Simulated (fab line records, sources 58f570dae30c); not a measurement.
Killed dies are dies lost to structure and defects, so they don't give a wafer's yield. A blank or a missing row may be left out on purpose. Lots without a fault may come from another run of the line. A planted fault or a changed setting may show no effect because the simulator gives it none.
Which tool did it? | flow berkeley_cmos170 | 7 lots, 21 wafers sampled, at 1 step of a route of 331

WHAT THE GAUGES READ, wafer by wafer
UCB170_V1_CD_MEAS_12: target cd 700 nm.
lot  | measured     | on        | cd_nm (nm)
L566 | day 9 08:47  | cd_sem-01 | 701.9 701.3 700.9
L569 | day 9 18:19  | cd_sem-02 | 699.3 699.5 699.3
L572 | day 10 10:32 | cd_sem-01 | 700.6 700.1 700.0
L573 | day 10 22:22 | cd_sem-02 | 697.8 699.4 698.8
L576 | day 11 22:12 | cd_sem-02 | 699.2 698.1 700.2
L578 | day 12 17:20 | cd_sem-01 | 702.0 699.9 701.7
L585 | day 14 17:33 | cd_sem-01 | 696.7 697.8 696.0

WHICH TOOL RAN EACH LOT (tool, then ch and the chambers of the sampled wafers, then the start)
The record holds no process step before these readings.

THE ANSWER, worked out from the rows above alone
Rule: what is usual is taken from the lots themselves. Put in order of their means at a reading, lots are off if they are a third of the lots or fewer, leave a main group of 4 or more, and stand apart from it by a gap of 3 or more times the standard deviation of the main group's means; of several such gaps the widest counts. A main group whose means are all the same, to the digits that the tables above print for the reading, isn't used. A lot without any number at a reading at which 4 lots or more have one is off too. The other lots that the step has rows for count as sound.
No lot is off at any reading shown: from this, nothing can be told.

WHAT THE SIMULATOR HAD PUT IN
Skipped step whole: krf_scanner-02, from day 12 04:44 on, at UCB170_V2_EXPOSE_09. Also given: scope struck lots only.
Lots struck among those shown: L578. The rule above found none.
